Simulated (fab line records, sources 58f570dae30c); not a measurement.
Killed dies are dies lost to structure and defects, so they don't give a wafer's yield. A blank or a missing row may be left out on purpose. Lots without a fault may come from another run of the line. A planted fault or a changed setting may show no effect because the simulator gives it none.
Which tool did it? | flow berkeley_cmos170 | 12 lots, 36 wafers sampled, at 5 steps of a route of 331

WHAT THE GAUGES READ, wafer by wafer
UCB170_NWELL_OVL_MEAS_12. Usual: NWELL_OVL -3 nm, standard deviation 4.1.
lot  | measured    | on         | NWELL_OVL (nm) | flag
L751 | day 2 07:53 | overlay-02 | -7 0 -5        |
L750 | day 2 08:16 | overlay-02 | -9 -14 -6      |
L752 | day 2 17:49 | overlay-01 | -7 -2 -1       |
L753 | day 2 20:44 | overlay-01 | -4 -8 2        |
L756 | day 3 11:58 | overlay-02 | -9 -4 -1       |
L759 | day 4 01:35 | overlay-01 | -4 2 -6        |
L761 | day 4 12:09 | overlay-02 | -1 -5 -1       |
L763 | day 4 23:49 | overlay-02 | -9 -2 -5       |
L766 | day 5 14:30 | overlay-01 | -4 -3 2        |
L767 | day 5 18:43 | overlay-01 | -4 0 -5        |
L770 | day 6 10:21 | overlay-02 | -4 3 -5        |
L773 | day 6 22:08 | overlay-02 | -10 4 0        |

UCB170_PFIELD_OVL_MEAS_06. Usual: PFIELD_OVL -4 nm, standard deviation 5.4.
lot  | measured    | on         | PFIELD_OVL (nm) | flag
L751 | day 4 03:24 | overlay-01 | -3 -12 -6       |
L750 | day 4 02:31 | overlay-01 | 5 -3 11         |
L752 | day 4 08:19 | overlay-02 | -5 -11 -8       |
L753 | day 4 14:53 | overlay-01 | -1 -6 -8        |
L756 | day 5 08:58 | overlay-01 | -15 -9 -6       |
L759 | day 5 14:40 | overlay-01 | -4 -11 -3       |
L761 | day 6 08:59 | overlay-01 | 255 256 256     | OFF
L763 | day 6 21:59 | overlay-02 | 261 261 262     | OFF
L766 | day 7 12:23 | overlay-01 | -12 -5 -7       |
L767 | day 7 11:59 | overlay-02 | -15 -6 -9       |
L770 | day 8 04:58 | overlay-01 | -5 0 -1         |
L773 | day 8 15:26 | overlay-02 | -15 -4 -8       |

UCB170_NLDD_OVL_MEAS_07. Usual: NLDD_OVL -2 nm, standard deviation 5.4.
lot  | measured     | on         | NLDD_OVL (nm) | flag
L751 | day 5 18:38  | overlay-02 | 0 -3 2        |
L750 | day 5 19:38  | overlay-01 | -1 -3 3       |
L752 | day 6 07:34  | overlay-01 | 0 -3 -2       |
L753 | day 6 09:23  | overlay-01 | 0 -3 4        |
L756 | day 7 10:28  | overlay-01 | 0 -12 -5      |
L759 | day 7 09:39  | overlay-01 | -4 -2 -3      |
L761 | day 7 18:41  | overlay-01 | 3 4 4         |
L763 | day 8 16:01  | overlay-02 | -5 3 -3       |
L766 | day 9 22:45  | overlay-01 | -9 -12 -13    |
L767 | day 9 18:14  | overlay-02 | 3 5 1         |
L770 | day 10 06:37 | overlay-01 | 3 1 -2        |
L773 | day 10 21:08 | overlay-01 | 10 13 7       |

UCB170_NSD_TW_MEAS_10. Usual: NSD_TW 4190, standard deviation 31.
lot  | measured     | on            | NSD_TW         | flag
L751 | day 6 07:23  | film_metro-04 | 4125 4162 4177 |
L750 | day 6 07:39  | film_metro-03 | 4177 4187 4202 |
L752 | day 6 16:25  | film_metro-02 | 4211 4226 4222 |
L753 | day 6 16:38  | film_metro-04 | 4162 4133 4126 |
L756 | day 7 17:58  | film_metro-03 | 4207 4198 4206 |
L759 | day 7 16:45  | film_metro-03 | 4190 4188 4172 |
L761 | day 8 02:27  | film_metro-03 | 4202 4207 4210 |
L763 | day 9 01:03  | film_metro-03 | 4232 4231 4237 |
L766 | day 10 06:37 | film_metro-04 | 4113 4126 4128 |
L767 | day 10 06:20 | film_metro-03 | 4207 4242 4231 |
L770 | day 10 16:32 | film_metro-02 | 4201 4133 4191 |
L773 | day 11 09:58 | film_metro-03 | 4190 4186 4207 |

WHICH TOOL RAN EACH LOT (tool, then ch and the chambers of the sampled wafers, then the start)
lot  | UCB170_PFIELD_EXPOSE_03
L751 | krf_scanner-02 ch 0, day 4 02:40
L750 | krf_scanner-01 ch 0, day 4 01:55
L752 | krf_scanner-01 ch 0, day 4 07:55
L753 | krf_scanner-01 ch 0, day 4 14:32
L756 | krf_scanner-02 ch 0, day 5 07:58
L759 | krf_scanner-02 ch 0, day 5 13:40
L761 | krf_scanner-01 ch 0, day 6 07:38
L763 | krf_scanner-01 ch 0, day 6 21:25
L766 | krf_scanner-02 ch 0, day 7 11:59
L767 | krf_scanner-02 ch 0, day 7 11:28
L770 | krf_scanner-02 ch 0, day 8 04:34
L773 | krf_scanner-02 ch 0, day 8 14:47
- UCB170_PFIELD_EXPOSE_03: exposes mask PFIELD, target cd 1500 nm.

WHAT THE TOOLS THEMSELVES READ (means of the sampled wafers that have a number; where no wafer has one, the mark that the record gives instead)
The record holds no such reading with a usual standard deviation.

THE ANSWER, worked out from the rows above alone
Rule: a lot is off if the mean of its wafers that have a number lies more than 3 standard deviations from the usual mean. A lot without any number at a reading at which 4 lots or more have one is off too. The other lots that the step has rows for count as sound. The gauges are gone through in route order, then the tools' own readings, and for those a lot's mean is taken as printed above. The first step at which some lot is off is used, and at that step the reading that is off furthest; a lot without a number counts as furthest.
Off: L761, L763, at UCB170_PFIELD_OVL_MEAS_06 (PFIELD_OVL).
A tool fits if, at a process step before that reading, it ran every lot that is off, and no sound lot after the first of them. The gauges at UCB170_PFIELD_OVL_MEAS_06 are tried like those tools. One fits: krf_scanner-01 at UCB170_PFIELD_EXPOSE_03. Its last sound lot is L753 (day 4 14:32), its first lot that is off L761 (day 6 07:38): a fault that began between those two fits.

WHAT THE SIMULATOR HAD PUT IN
Scanner matching overlay: krf_scanner-01, from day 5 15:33 on, at UCB170_PFIELD_EXPOSE_03. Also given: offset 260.
Lots struck among those shown: L761, L763. The rule above found the same.
